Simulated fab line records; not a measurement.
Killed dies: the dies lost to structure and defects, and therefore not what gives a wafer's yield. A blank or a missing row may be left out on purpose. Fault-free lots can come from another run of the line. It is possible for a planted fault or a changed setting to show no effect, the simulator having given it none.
fab line records	flow rit_cmos
[record] lots = 6	wafers = 18	last_day = 7
route steps=202 shown ACTIVE@1 M1@202
lots that met no fault: taken from a fault-free run of the same line
start_h: hours from the record's opening day to when the first of the lot's shown wafers began	wait_h: time in hours since the lot's previous step	" the same as in the row above	L1.1+2: several wafers, shown together as one row	- no value present, or no start provided	* or withheld: withheld	< > ~ a bound
route shown NAME@n: NAME is a module with steps in the file, n the number in the route of the first one	usual: the fault-free wafers' mean and standard deviation	same: alike in all rows	chamber/n: place in a boat	sites: per-site readings	_std_site: standard deviation of those values	_edge_site: outer sites' mean less inner sites'	radius_mm: how far each site lies from the wafer's centre	mask NAME#n: copy n	behind: the tool/chamber that last shaped the wafer	hold: what put the lot on hold/how long, in hours/how the hold closed	device: transistor that didn't switch, given as n, p or np	end of line: the route-end tests of the same wafers	for a step that has no rows: nothing shown but its recipe	killed: count of dies lost to structure and defects at first sort (not the wafer's yield)	map: shows each die of a wafer: x if killed, . if not, _ if none is there
set.NAME: the setting as run; set.NAME@STEP: as run at that earlier step	model.NAME: the simulator's own value behind a step, which no gauge read
certain route steps with their lots: each step a table, each wafer a row
services: when a tool's chamber went out of use (start_h, in hours from the record's first day, below 0 if earlier), for how many hours, and the reason
[[steps]]
[step RIT_ACTIVE_BOW_MEAS_00]
[recipe] mode = bow
[usual] INCOMING_BOW = 0/6.4
lot.wafer	tool	chamber	start_h	wait_h	INCOMING_BOW[um]
L158.2	film_metro-03	-	20.02	-	1
L158.4	"	-	"	"	-14
L158.6	"	-	"	"	-15
L160.2	film_metro-01	-	30.02	-	2
L160.5	"	-	"	"	0
L160.6	"	-	"	"	6
L166.2	film_metro-01	-	60.02	-	3
L166.4	"	-	"	"	-2
L166.6	"	-	"	"	-5
L167.1	film_metro-03	-	65.00	-	3
L167.2	"	-	"	"	4
L167.4	"	-	"	"	5
L176.1	film_metro-01	-	110.00	-	7
L176.5	"	-	"	"	-6
L176.6	"	-	"	"	0
L178.2	film_metro-01	-	120.02	-	7
L178.4	"	-	"	"	3
L178.6	"	-	"	"	-1
[step RIT_ACTIVE_OXIDATION_01]
[recipe] temp_c = 1000	ambient = O2	target_thk_a = 468	ox_time_s = 3360
[step RIT_ACTIVE_THK_MEAS_02]
[recipe] reads = SiO2_of_ACTIVE_OXIDATION_01
[usual] ACTIVE_OXIDE_THK = 47.0/0.77
lot.wafer	tool	chamber	start_h	wait_h	ACTIVE_OXIDE_THK[nm]
L158.2	film_metro-04	-	22.06	0.0	46.7
L158.4	"	-	"	"	46.5
L158.6	"	-	"	"	46.5
L160.2	film_metro-04	-	32.06	0.0	45.2
L160.5	"	-	"	"	46.0
L160.6	"	-	"	"	45.8
L166.2	film_metro-04	-	62.06	0.0	47.1
L166.4	"	-	"	"	46.9
L166.6	"	-	"	"	46.6
L167.1	film_metro-04	-	67.05	0.0	48.4
L167.2	"	-	"	"	46.8
L167.4	"	-	"	"	48.0
L176.1	film_metro-01	-	112.05	0.0	45.6
L176.5	"	-	"	"	46.1
L176.6	"	-	"	"	46.2
L178.2	film_metro-01	-	122.06	0.0	48.3
L178.4	"	-	"	"	48.3
L178.6	"	-	"	"	47.7
[step RIT_ACTIVE_CVD_03]
[recipe] material = Si3N4	target_thk_nm = 150	temp_c = 810	precursor = SiH2Cl2/NH3	time_s = 1500	pressure_mtorr = 300	sih2cl2_flow_sccm = 60	nh3_flow_sccm = 150
[step RIT_ACTIVE_THK_MEAS_04]
[recipe] reads = Si3N4_of_ACTIVE_CVD_03
[usual] ACTIVE_NITRIDE_THK = 150.4/1.2
lot.wafer	tool	chamber	start_h	wait_h	ACTIVE_NITRIDE_THK[nm]
L158.2	film_metro-04	-	24.25	0.0	149.8
L158.4	"	-	"	"	151.7
L158.6	"	-	"	"	152.1
L160.2	film_metro-01	-	33.54	0.0	150.7
L160.5	"	-	"	"	150.1
L160.6	"	-	"	"	150.0
L166.2	film_metro-03	-	63.54	0.0	149.3
L166.4	"	-	"	"	150.3
L166.6	"	-	"	"	149.2
L167.1	film_metro-04	-	68.53	0.0	147.6
L167.2	"	-	"	"	148.0
L167.4	"	-	"	"	149.9
L176.1	film_metro-04	-	114.24	0.0	147.7
L176.5	"	-	"	"	149.3
L176.6	"	-	"	"	147.2
L178.2	film_metro-04	-	123.54	0.0	151.3
L178.4	"	-	"	"	151.2
L178.6	"	-	"	"	151.9
[step RIT_ACTIVE_HMDS_05]
[recipe] prime_time_s = 60	prime_temp_c = 140
[step RIT_ACTIVE_COAT_06]
[recipe] resist = NOVOLAK	spin_rpm = 3250	resist_thk_nm = 1000
lot.wafer	tool	chamber	start_h	wait_h	model.NOVOLAK_of_ACTIVE_COAT_06.thk_nm
L158.2	litho_track-01	0	24.47	0.1	997.1
L158.4	"	0	"	"	995.4
L158.6	"	0	"	"	997.6
L160.2	litho_track-02	0	33.77	0.1	999.2
L160.5	"	0	"	"	998.2
L160.6	"	0	"	"	998
L166.2	litho_track-01	0	63.77	0.1	958.2
L166.4	"	0	"	"	960.4
L166.6	"	0	"	"	962
L167.1	litho_track-01	0	68.74	0.1	960.1
L167.2	"	0	"	"	960.8
L167.4	"	0	"	"	960.4
L176.1	litho_track-04	0	114.45	0.1	1001
L176.5	"	0	"	"	999.9
L176.6	"	0	"	"	1002
L178.2	litho_track-04	0	123.77	0.1	1001
L178.4	"	0	"	"	1000
L178.6	"	0	"	"	1003
[step RIT_ACTIVE_SOFTBAKE_07]
[recipe] resist = NOVOLAK	temp_c = 90	time_s = 60
[step RIT_ACTIVE_EXPOSE_08]
[recipe] mask_id = M1	na = 0.6	source_shape = conventional	sigma_outer = 0.6	target_cd_nm = 1400	dose_mj = 225
[step RIT_ACTIVE_PEB_09]
[recipe] resist = NOVOLAK	temp_c = withheld	time_s = withheld
[step RIT_ACTIVE_DEVELOP_10]
[recipe] resist = NOVOLAK	develop_time_s = 50	dev_temp_c = 23
[step RIT_ACTIVE_CD_MEAS_11]
[recipe] target_cd_nm = 1400
[usual] cd_nm = 1399.7/2.2
lot.wafer	tool	chamber	start_h	wait_h	cd_nm
L158.2	cd_sem-01	-	25.17	-	1397.2
L158.4	"	-	"	"	1398.7
L158.6	"	-	"	"	1398.7
L160.2	cd_sem-01	-	34.58	-	1401.0
L160.5	"	-	"	"	1400.3
L160.6	"	-	"	"	1399.8
L166.2	cd_sem-01	-	64.46	-	1397.4
L166.4	"	-	"	"	1396.7
L166.6	"	-	"	"	1398.9
L167.1	cd_sem-01	-	69.44	-	1396.6
L167.2	"	-	"	"	1394.7
L167.4	"	-	"	"	1395.0
L176.1	cd_sem-01	-	115.27	-	1402.4
L176.5	"	-	"	"	1402.2
L176.6	"	-	"	"	1403.8
L178.2	cd_sem-02	-	124.46	-	1399.4
L178.4	"	-	"	"	1401.9
L178.6	"	-	"	"	1400.4
[step RIT_ACTIVE_HARDBAKE_12]
[recipe] resist = NOVOLAK	temp_c = 140	time_s = 60
[step RIT_ACTIVE_ETCH_13]
[recipe] stop_on = SiO2	chemistry = SF6	target = Si3N4	time_s = 210	over_etch_frac = 0.4	SF6_flow_sccm = 200	pressure_mtorr = 260	rf_w = 125	target_depth_a = 2100
[usual] drypump_motor_current_A = 5.4/0.53	oes_product_au = 0.821/0.013	throttle_valve_pct = 7.47/0.082
lot.wafer	tool	chamber	start_h	wait_h	drypump_motor_current_A	oes_product_au	rf_hours_counter_h	throttle_valve_pct	model.NOVOLAK_of_ACTIVE_COAT_06.thk_nm
L158.2	rie_diel-04	3	25.42	0.1	5.4	0.828	66	7.45	645.8
L158.4	"	2	"	"	5.7	0.818	130	7.39	654.3
L158.6	"	0	"	"	6.5	0.834	-	7.34	644.9
L160.2	rie_diel-03	0	34.83	0.1	5.8	0.837	0	7.54	649.4
L160.5	"	3	"	"	5.1	0.815	-	7.53	648.1
L160.6	"	2	"	"	4.7	0.800	-	7.42	657.8
L166.2	rie_diel-03	2	64.71	0.1	4.7	0.809	110	7.41	625.3
L166.4	"	3	"	"	5.1	0.809	43	7.53	616.2
L166.6	"	1	"	"	4.8	0.793	-	7.53	629.1
L167.1	rie_diel-03	2	69.71	0.1	4.7	0.802	110	7.42	626
L167.2	"	3	"	"	5.1	0.813	43	7.53	613.9
L167.4	"	1	"	"	4.8	0.802	0	7.52	628.4
L176.1	rie_diel-04	2	115.54	0.1	5.6	0.792	131	7.39	659.8
L176.5	"	2	"	"	5.6	0.800	-	7.39	660
L176.6	"	3	"	"	5.4	0.828	-	7.44	652.2
L178.2	rie_diel-03	2	124.71	0.1	4.7	0.812	111	7.43	663.7
L178.4	"	1	"	"	4.8	0.800	2	7.52	660
L178.6	"	2	"	"	4.7	0.819	-	7.43	664.2
[step RIT_ACTIVE_STRIP_14]
[recipe] chemistry = O2	time_s = 180	resist = NOVOLAK	platen_temp_c = withheld	power_w = 500	pressure_mtorr = 4000	o2_flow_sccm = 4000
[usual] drypump_motor_current_A = 5.7/0.35
lot.wafer	tool	chamber	start_h	wait_h	drypump_motor_current_A	rf_hours_counter_h
L158.2	plasma_asher-01	0	25.55	0.1	5.5	38
L158.4	"	1	"	"	6.1	-
L158.6	"	1	"	"	6.2	-
L160.2	plasma_asher-01	1	34.97	0.1	6.2	40
L160.5	"	1	"	"	6.2	-
L160.6	"	0	"	"	5.5	-
L166.2	plasma_asher-01	1	64.84	0.1	6.2	43
L166.4	"	1	"	"	6.2	-
L166.6	"	0	"	"	5.5	-
L167.1	plasma_asher-04	1	69.84	0.1	5.3	27
L167.2	"	0	"	"	5.5	27
L167.4	"	0	"	"	5.5	-
L176.1	plasma_asher-02	1	115.68	0.1	5.5	46
L176.5	"	1	"	"	5.5	-
L176.6	"	0	"	"	6.1	-
L178.2	plasma_asher-04	0	124.84	0.1	5.5	33
L178.4	"	1	"	"	5.2	-
L178.6	"	0	"	"	5.5	-
[step RIT_M1_PROBE_99]
[usual] killed_at_contacts = 0.1/0.31	killed_at_front_end = 7/3.1	killed_dies = 7/3.1	killed_open = 3.3/1.9	killed_short = 3.3/2
[same] gross_dies = 264	killed_at_M0_to_M3 = 0	killed_at_M4_up = 0	killed_at_back_side = 0	killed_at_other = 0
lot.wafer	tool	chamber	start_h	wait_h	killed_at_contacts	killed_at_front_end	killed_dies	killed_open	killed_short
L158.2	prober-01	-	67.03	0.1	0	14	14	7	7
L158.4	prober-01	-	67.13	0.2	0	14	14	6	8
L158.6	prober-01	-	67.23	0.2	0	6	6	2	4
L167.1	prober-01	-	112.50	0.1	0	10	10	6	4
L167.2	prober-01	-	112.55	0.1	0	15	15	9	6
L167.4	prober-01	-	112.65	0.2	0	4	4	1	3
L176.1	prober-01	-	158.56	0.1	0	3	3	1	2
L176.5	prober-01	-	158.76	0.2	0	2	2	1	1
L176.6	prober-01	-	158.81	0.2	0	14	14	5	9
// killed by level:class
L158.2 SILICIDE:geometric_particle:open=3 FOX2:geometric_particle:short=2 GATE:geometric_particle:open=2 FOX1:geometric_particle:short=1 FOX1:geometric_particle:open=1 GATE:geometric_particle:short=1 REOX:geometric_particle:short=1 REOX:geometric_particle:open=1
L158.4 GATE:geometric_particle:short=5 SILICIDE:geometric_particle:short=3 GATE:geometric_particle:open=2 SPACER:geometric_particle:open=2 FOX1:geometric_particle:open=1 FOX2:geometric_particle:open=1
L158.6 GATE:geometric_particle:short=2 GATE:geometric_particle:open=2 FOX2:geometric_particle:short=1 SPACER:geometric_particle:short=1
L167.1 GATE:geometric_particle:open=4 GATE:geometric_particle:short=3 SPACER:geometric_particle:open=2 SPACER:geometric_particle:short=1
L167.2 FOX1:geometric_particle:open=3 GATE:geometric_particle:short=3 GATE:geometric_particle:open=2 SPACER:geometric_particle:open=2 FOX1:geometric_particle:short=1 SPACER:geometric_particle:short=1 FOX2:geometric_particle:open=1 REOX:geometric_particle:open=1
L167.4 GATE:geometric_particle:short=2 SPACER:geometric_particle:short=1 SILICIDE:geometric_particle:open=1
L176.1 GATE:geometric_particle:short=2 GATE:geometric_particle:open=1
L176.5 FOX1:geometric_particle:open=1 REOX:geometric_particle:short=1
L176.6 GATE:geometric_particle:short=5 SILICIDE:geometric_particle:open=3 GATE:geometric_particle:open=2 SILICIDE:geometric_particle:short=2 FOX1:geometric_particle:short=1 SPACER:geometric_particle:short=1
[[services]]
tool	chamber	start_h	hours	kind
rie_diel-03	1	17.85	-	clean
rie_diel-03	1	17.85	24.1	scheduled_down
rie_diel-03	1	17.85	24.1	vent_cycle
plasma_asher-04	-	30.02	10.5	repair
rie_diel-04	-	38.62	1.4	repair
plasma_asher-01	-	48.14	0.6	repair
rie_diel-04	2	75.73	3.9	repair
rie_diel-04	-	85.46	1.3	repair
rie_diel-04	3	100.90	8.7	repair
plasma_asher-01	-	108.75	9.0	pm
plasma_asher-01	0	108.75	9.0	vent_cycle
plasma_asher-01	1	108.75	9.0	vent_cycle
plasma_asher-01	-	111.80	4.2	repair
plasma_asher-01	0	117.75	-	clean
plasma_asher-01	1	117.75	-	clean
rie_diel-04	1	121.16	-	clean
rie_diel-04	1	121.16	15.9	scheduled_down
rie_diel-04	1	121.16	15.9	vent_cycle
[[key]]
first_sign none at tools or gauges
[model_effect] step = RIT_ACTIVE_COAT_06	value = NOVOLAK_of_ACTIVE_COAT_06.thk_nm	without = 998.3	struck = 960.3
[model_effect] step = RIT_ACTIVE_ETCH_13	value = NOVOLAK_of_ACTIVE_COAT_06.thk_nm	without = 656.4	struck = 623.2
met_at RIT_ACTIVE_COAT_06
struck_wafers L166.2,L166.4,L166.6,L167.1,L167.2,L167.4
tester_left_out L166,L167
[loop_trim] step = RIT_ACTIVE_EXPOSE_08	setting = dose	lots = L167
onset_between 24.47 63.77
[fault] kind = process_parameter_drift	tool = litho_track-01	chamber = -	onset_h = 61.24	steps = RIT_ACTIVE_COAT_06	channel = resist_thk_nm	offset = -38.066	shape = step	end_h = 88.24	acts_in = these_recipes_only	stated = 1000
// tester_left_out: of these lots the tester's yield and bins aren't shown, on N5 and GAA mostly nor the transistor test; their killed dies are dies lost to structure and defects alone, not to doping, threshold or leakage, so they don't give the yield
// loop_trim: a control loop set the setting to another value than it would have without faults
